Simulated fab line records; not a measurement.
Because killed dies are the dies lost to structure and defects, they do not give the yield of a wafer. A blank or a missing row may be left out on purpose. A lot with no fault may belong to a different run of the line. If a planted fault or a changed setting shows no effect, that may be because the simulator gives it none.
Tool commonality check    flow berkeley_cmos170    Sampled: 14 lots, 42 wafers

== WHY IT WAS OPENED ==
At UCB170_NLDD_TW_MEAS_11 the reading NLDD_TW is flagged on 2 of 14 lots. Wafers without a fault read 2211, standard deviation 20.
Rule: a lot gets a flag if all its wafers with a number sit over 4 standard deviations from that mean, or if no wafer of it has a number. All remaining lots are regarded as sound.

lot   measured      on             NLDD_TW, wafer by wafer  flag
L537  day 7 10:56   film_metro-02  2245 2253 2248           
L540  day 8 00:11   film_metro-04  2193 2200 2209           
L539  day 8 01:19   film_metro-04  2186 2189 2199           
L541  day 8 01:29   film_metro-02  30 30 30                 FLAGGED
L542  day 8 15:11   film_metro-02  30 30 30                 FLAGGED
L551  day 10 04:57  film_metro-02  2228 2232 2233           
L555  day 10 17:11  film_metro-02  2231 2224 2215           
L553  day 10 17:27  film_metro-04  2186 2175 2200           
L554  day 10 17:46  film_metro-04  2183 2185 2183           
L556  day 11 01:23  film_metro-02  2226 2218 2227           
L557  day 11 15:31  film_metro-04  2180 2176 2185           
L558  day 11 15:53  film_metro-03  2202 2203 2205           
L559  day 11 16:14  film_metro-03  2213 2197 2196           
L560  day 11 23:31  film_metro-03  2204 2211 2204           
On average the flagged lots read 30, which is -2181 against the usual, or -99 or more standard deviations.

== LOT BY LOT: THE TOOL USED ==
Before the reading, the record contains 2 process steps out of a 331-step route. Read each cell as the tool, then ch plus the chambers that the sampled wafers visited, then the start.
lot   flag     UCB170_PLDD_STRIP_10                  UCB170_NLDD_STRIP_10
L537           plasma_asher-01 ch 0,1, day 7 08:46   plasma_asher-04 ch 0,1, day 7 10:44
L540           plasma_asher-01 ch 0,1, day 7 21:43   plasma_asher-04 ch 0,1, day 8 00:05
L539           plasma_asher-02 ch 0,1, day 7 21:58   plasma_asher-02 ch 0,1, day 8 01:12
L541  FLAGGED  plasma_asher-03 ch 0,1, day 7 22:14   plasma_asher-01 ch 0,1, day 8 01:23
L542  FLAGGED  plasma_asher-03 ch 0, day 8 12:53     plasma_asher-02 ch 0,1, day 8 15:04
L551           plasma_asher-02 ch 1, day 10 02:13    plasma_asher-04 ch 0,1, day 10 04:50
L555           plasma_asher-03 ch 0,1, day 10 15:08  plasma_asher-04 ch 0,1, day 10 17:05
L553           plasma_asher-03 ch 0,1, day 10 15:24  plasma_asher-02 ch 0,1, day 10 17:22
L554           plasma_asher-03 ch 0,1, day 10 15:41  plasma_asher-04 ch 0,1, day 10 17:41
L556           plasma_asher-03 ch 0,1, day 10 23:21  plasma_asher-02 ch 0,1, day 11 01:17
L557           plasma_asher-02 ch 0,1, day 11 13:38  plasma_asher-02 ch 0,1, day 11 15:25
L558           plasma_asher-02 ch 0,1, day 11 14:01  plasma_asher-02 ch 0,1, day 11 15:47
L559           plasma_asher-02 ch 0,1, day 11 14:20  plasma_asher-02 ch 0,1, day 11 16:07
L560           plasma_asher-02 ch 0,1, day 11 21:03  plasma_asher-04 ch 0,1, day 11 23:26
What the steps here do:
- UCB170_PLDD_STRIP_10: strips in O2.
- UCB170_NLDD_STRIP_10: strips in O2.
- UCB170_NLDD_TW_MEAS_11

== FLAGGED OVER TOTAL, TOOL BY TOOL (the gauges that took the reading come last) ==
step                    tool             lots run  flagged  share of the flagged lots  sound lots run after its first flagged lot
UCB170_PLDD_STRIP_10    plasma_asher-01  2         0        none                       -
UCB170_PLDD_STRIP_10    plasma_asher-02  6         0        none                       -
UCB170_PLDD_STRIP_10    plasma_asher-03  6         2        all                        4 (L555,L553,L554,L556)
UCB170_NLDD_STRIP_10    plasma_asher-01  1         1        some                       0
UCB170_NLDD_STRIP_10    plasma_asher-02  7         1        some                       5 (L553,L556,L557,L558,L559)
UCB170_NLDD_STRIP_10    plasma_asher-04  6         0        none                       -
UCB170_NLDD_TW_MEAS_11  film_metro-02    6         2        all                        3 (L551,L555,L556)
UCB170_NLDD_TW_MEAS_11  film_metro-03    3         0        none                       -
UCB170_NLDD_TW_MEAS_11  film_metro-04    5         0        none                       -

== WHAT THE TABLE ALLOWS ==
In 2 table rows, all flagged lots were run: plasma_asher-03 (UCB170_PLDD_STRIP_10), film_metro-02 (UCB170_NLDD_TW_MEAS_11).
- plasma_asher-03 at UCB170_PLDD_STRIP_10: 2 of its 6 lots flagged. Sound lots ran on it after the first flagged one (L555, L553, L554, L556), which a lasting fault on the whole tool wouldn't allow. On the flagged lots its readings are blank where sound lots have values: chamber_pressure_mTorr, drypump_motor_current_A, oes_product_au, strip_time_to_endpoint_s.
- film_metro-02 at UCB170_NLDD_TW_MEAS_11: 2 of its 6 lots flagged. Sound lots ran on it after the first flagged one (L551, L555, L556), which a lasting fault on the whole tool wouldn't allow.
None of the table's rows ran every flagged lot and, after the first, no sound lot.

== WHAT THE SIMULATOR PUT IN ==
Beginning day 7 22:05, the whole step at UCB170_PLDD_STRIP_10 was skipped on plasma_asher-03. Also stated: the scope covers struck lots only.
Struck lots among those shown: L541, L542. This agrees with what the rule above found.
